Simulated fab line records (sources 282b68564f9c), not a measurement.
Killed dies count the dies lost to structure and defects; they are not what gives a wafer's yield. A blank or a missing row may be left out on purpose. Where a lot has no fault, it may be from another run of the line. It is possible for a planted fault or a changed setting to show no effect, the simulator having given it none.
A sampling plan put to the test || flow rit-cmos || one line in one fab, 14 faults in these records, each fault weighed on the records of the lots it struck
What counts as the plan is the set of the line's own looks, namely the steps on the route at which a gauge or an inspection reads a wafer and does not change it. A look can be judged if struck wafers have a number there and the file gives its usual mean and standard deviation on fault-free wafers. Caught: at a look after the fault's first step, the mean of the struck wafers lies 4 or more of those standard deviations (sigma) from the usual mean. On the tool: the identical test, applied to the tool's own readings at the steps of the fault. Another recipe on the struck wafers, or a record that is blank for them alone, also counts as caught.

THE FAULTS, as the simulator had put them in
1. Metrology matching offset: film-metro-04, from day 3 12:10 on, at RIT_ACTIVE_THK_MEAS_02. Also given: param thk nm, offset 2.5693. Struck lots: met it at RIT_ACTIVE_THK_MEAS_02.
2. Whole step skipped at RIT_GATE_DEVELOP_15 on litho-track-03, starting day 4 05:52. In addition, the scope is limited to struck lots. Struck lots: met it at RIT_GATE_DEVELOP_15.
3. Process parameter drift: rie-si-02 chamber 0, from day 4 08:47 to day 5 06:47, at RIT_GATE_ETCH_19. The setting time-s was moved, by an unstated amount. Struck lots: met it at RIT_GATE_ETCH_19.
4. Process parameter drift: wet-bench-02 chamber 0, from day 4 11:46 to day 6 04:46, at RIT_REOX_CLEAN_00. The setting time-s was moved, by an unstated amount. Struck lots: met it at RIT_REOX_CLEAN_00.
5. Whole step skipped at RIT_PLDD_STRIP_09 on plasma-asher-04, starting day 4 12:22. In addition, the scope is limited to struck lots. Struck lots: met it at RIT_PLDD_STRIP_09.
6. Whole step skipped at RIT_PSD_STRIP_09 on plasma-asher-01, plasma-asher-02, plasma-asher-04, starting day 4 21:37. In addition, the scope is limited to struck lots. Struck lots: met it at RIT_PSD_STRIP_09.
7. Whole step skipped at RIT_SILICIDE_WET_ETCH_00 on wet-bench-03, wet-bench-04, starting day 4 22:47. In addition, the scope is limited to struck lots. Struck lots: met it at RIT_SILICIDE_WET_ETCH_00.
8. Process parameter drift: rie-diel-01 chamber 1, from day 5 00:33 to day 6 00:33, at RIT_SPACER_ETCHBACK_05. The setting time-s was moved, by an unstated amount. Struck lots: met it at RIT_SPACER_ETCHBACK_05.
9. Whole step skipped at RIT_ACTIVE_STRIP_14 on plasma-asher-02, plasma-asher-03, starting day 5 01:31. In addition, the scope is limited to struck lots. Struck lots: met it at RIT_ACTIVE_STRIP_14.
10. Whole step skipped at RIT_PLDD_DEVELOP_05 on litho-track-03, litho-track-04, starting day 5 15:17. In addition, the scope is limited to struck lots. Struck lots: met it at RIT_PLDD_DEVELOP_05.
11. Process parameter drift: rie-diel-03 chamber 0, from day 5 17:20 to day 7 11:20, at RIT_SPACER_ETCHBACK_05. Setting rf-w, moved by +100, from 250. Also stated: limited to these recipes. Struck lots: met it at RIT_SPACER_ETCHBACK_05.
12. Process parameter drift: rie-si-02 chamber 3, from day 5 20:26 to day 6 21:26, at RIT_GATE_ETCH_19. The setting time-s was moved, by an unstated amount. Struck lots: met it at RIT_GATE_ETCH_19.
13. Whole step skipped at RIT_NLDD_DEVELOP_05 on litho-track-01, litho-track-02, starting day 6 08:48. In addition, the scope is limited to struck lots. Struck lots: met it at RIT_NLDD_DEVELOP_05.
14. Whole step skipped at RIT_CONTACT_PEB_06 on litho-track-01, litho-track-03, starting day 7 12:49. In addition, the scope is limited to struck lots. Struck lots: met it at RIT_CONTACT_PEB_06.

WHAT THE PLAN SAW
{"fault": 1, "on the tool itself": "only faintly: ACTIVE_OXIDE_THK +3.0 sigma", "first look that catches it": "none of the 2 looks that can be judged after it", "reading, sigma": "-", "median hours from its first step to that look": "-", "hours from the fault's start to the first struck lot there": "-", "judged looks passed uncaught": 2}
{"fault": 2, "on the tool itself": "the tool's record is blank for the struck wafers", "first look that catches it": "no look after it can be judged", "reading, sigma": "-", "median hours from its first step to that look": "-", "hours from the fault's start to the first struck lot there": "-", "judged looks passed uncaught": 0}
{"fault": 3, "on the tool itself": "run-length-s -91 sigma", "first look that catches it": "no look after it can be judged", "reading, sigma": "-", "median hours from its first step to that look": "-", "hours from the fault's start to the first struck lot there": "-", "judged looks passed uncaught": 0}
{"fault": 4, "on the tool itself": "run-length-s +14 sigma", "first look that catches it": "no look after it can be judged", "reading, sigma": "-", "median hours from its first step to that look": "-", "hours from the fault's start to the first struck lot there": "-", "judged looks passed uncaught": 0}
{"fault": 5, "on the tool itself": "the tool's record is blank for the struck wafers", "first look that catches it": "no look after it can be judged", "reading, sigma": "-", "median hours from its first step to that look": "-", "hours from the fault's start to the first struck lot there": "-", "judged looks passed uncaught": 0}
{"fault": 6, "on the tool itself": "the tool's record is blank for the struck wafers", "first look that catches it": "no look after it can be judged", "reading, sigma": "-", "median hours from its first step to that look": "-", "hours from the fault's start to the first struck lot there": "-", "judged looks passed uncaught": 0}
{"fault": 7, "on the tool itself": "the tool's record is blank for the struck wafers", "first look that catches it": "no look after it can be judged", "reading, sigma": "-", "median hours from its first step to that look": "-", "hours from the fault's start to the first struck lot there": "-", "judged looks passed uncaught": 0}
{"fault": 8, "on the tool itself": "run-length-s +88 sigma", "first look that catches it": "no look after it can be judged", "reading, sigma": "-", "median hours from its first step to that look": "-", "hours from the fault's start to the first struck lot there": "-", "judged looks passed uncaught": 0}
{"fault": 9, "on the tool itself": "the tool's record is blank for the struck wafers", "first look that catches it": "no look after it can be judged", "reading, sigma": "-", "median hours from its first step to that look": "-", "hours from the fault's start to the first struck lot there": "-", "judged looks passed uncaught": 0}
{"fault": 10, "on the tool itself": "the tool's record is blank for the struck wafers", "first look that catches it": "no look after it can be judged", "reading, sigma": "-", "median hours from its first step to that look": "-", "hours from the fault's start to the first struck lot there": "-", "judged looks passed uncaught": 0}
{"fault": 11, "on the tool itself": "rf-fwd-power-W +99 or beyond sigma", "first look that catches it": "no look after it can be judged", "reading, sigma": "-", "median hours from its first step to that look": "-", "hours from the fault's start to the first struck lot there": "-", "judged looks passed uncaught": 0}
{"fault": 12, "on the tool itself": "run-length-s -93 sigma", "first look that catches it": "no look after it can be judged", "reading, sigma": "-", "median hours from its first step to that look": "-", "hours from the fault's start to the first struck lot there": "-", "judged looks passed uncaught": 0}
{"fault": 13, "on the tool itself": "the tool's record is blank for the struck wafers", "first look that catches it": "not the one look that can be judged after it", "reading, sigma": "-", "median hours from its first step to that look": "-", "hours from the fault's start to the first struck lot there": "-", "judged looks passed uncaught": 1}
{"fault": 14, "on the tool itself": "no reading that can be judged", "first look that catches it": "no look after it can be judged", "reading, sigma": "-", "median hours from its first step to that look": "-", "hours from the fault's start to the first struck lot there": "-", "judged looks passed uncaught": 0}
A dash: the fault isn't caught, or these records don't give the number.

Caught at a look: 0 of 14. Caught on the tool: 12 of 14. By one or the other: 12 of 14.
Faults caught by the tool alone: 2, 3, 4, 5, 6, 7, 8, 9, 10, 11, 12, 13.
Caught by neither: faults 1, 14.
